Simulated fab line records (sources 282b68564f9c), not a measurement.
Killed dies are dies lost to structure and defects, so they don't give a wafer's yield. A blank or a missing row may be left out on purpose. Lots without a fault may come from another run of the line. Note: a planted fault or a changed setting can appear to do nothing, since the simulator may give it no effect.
One fault seen from 2 desks :: flow ritCmos :: numbers are kept per desk, each desk with only its own; the story behind them comes last

== METROLOGY DESK ==
Lot by lot, what the gauges showed, no matter which tool ran the lot: averages of those sampled wafers that carry a number. Marked OUT: a lot whose mean sits more than 4 standard deviations from the usual mean, which makes it out of limits; the brackets give that distance. 7 of its 10 readings are shown, namely those furthest out on some lot.
Columns: A = PLDD_OVL at RIT_PLDD_OVL_MEAS_06, usual -0.1 nm; B = PLDD_TW at RIT_PLDD_TW_MEAS_10, usual 2343; C = SPACER_NITRIDE_THK at RIT_SPACER_THK_MEAS_04, usual 245.2 nm; D = PSD_TW at RIT_PSD_TW_MEAS_10, usual 3408; E = PSD_RS at RIT_SDANNEAL_RS_MEAS_04, usual 117.00 ohm/sq; F = NSD_RS at RIT_SDANNEAL_RS_MEAS_05, usual 84.47 ohm/sq; G = PLDD_RS at RIT_SDANNEAL_RS_MEAS_06, usual 178.5 ohm/sq
lot: L164
first seen here: day 3 16:03
A: 0.7
B: 2349
C: 248.4
D: 3359
E: 116.95
F: 84.94
G: 178.6

lot: L165
first seen here: day 3 23:53
A: -1.3
B: 2355
C: 243.8
D: 3363
E: 117.59
F: 84.58
G: 178.9

lot: L176
first seen here: day 6 04:05
A: 0.2
B: 2384
C: 245.8
D: 3383
E: 117.03
F: 84.47
G: 178.1

lot: L177
first seen here: day 6 07:57
A: -1.8
B: 2359
C: 243.8
D: 3421
E: 117.10
F: 84.41
G: 179.4

lot: L179
first seen here: day 6 19:26
A: -1.5
B: 2337
C: 245.4
D: 3430
E: 117.26
F: 84.59
G: 178.9

lot: L183
first seen here: day 7 14:43
A: 2.1
B: 2308
C: 244.6
D: 3415
E: 117.36
F: 84.75
G: 178.9
This desk's finding: nothing out of limits on any of the 6 lots.

== THE TOOL OWNER'S DESK: rieDiel-01 ==
The tool's own readings at RIT_SPACER_ETCHBACK_05 (etches Si3N4 in SF6/CHF3, stops on SiO2, target depth 250 nm, time 240 s): means of the sampled wafers that have a number, for each lot that ran on this tool. Marked OUT: a lot whose mean sits more than 4 standard deviations from the usual mean, which makes it out of limits; the brackets give that distance.
Columns: A = CHF3_flow_sccm at RIT_SPACER_ETCHBACK_05, usual 29.99 sccm; B = drypumpMotorCurrentA at RIT_SPACER_ETCHBACK_05, usual 5.95 A; C = oesProductAu at RIT_SPACER_ETCHBACK_05, usual 0.831 a.u.; D = rfFwdPowerW at RIT_SPACER_ETCHBACK_05, usual 249.3 W; E = throttleValvePct at RIT_SPACER_ETCHBACK_05, usual 10.22 %
lot: L165
first seen here: day 4 03:46
A: 30.08
B: 6.04
C: 0.831
D: 249.6
E: 10.12

lot: L176
first seen here: day 6 07:30
A: 30.06
B: 5.97
C: 0.826
D: 348.9 (+99 or more) OUT
E: 10.19

lot: L177
first seen here: day 6 10:53
A: 29.99
B: 5.99
C: 0.824
D: 349.6 (+99 or more) OUT
E: 10.17
This desk's verdict: out of limits on L176, L177, starting with L176 at day 6 07:30 (rfFwdPowerW at RIT_SPACER_ETCHBACK_05). L165: within limits.

== PUT TOGETHER ==
The tool owner's desk could have raised an alarm at day 6 07:30, on L176, L177.
From the metrology desk's view, nothing was out of limits.
The metrology desk has L176, L177 on record, within its limits.
Every lot named ran RIT_SPACER_ETCHBACK_05 on rieDiel-01.

== WHAT WAS PUT IN BY THE SIMULATOR ==
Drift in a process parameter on rieDiel-01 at RIT_SPACER_ETCHBACK_05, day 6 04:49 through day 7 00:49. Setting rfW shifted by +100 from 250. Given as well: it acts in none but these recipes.
Shown lots that were struck: L176, L177.
Time in hours from fault onset to the first out-of-limits reading at each desk: the tool owner's desk, 3.
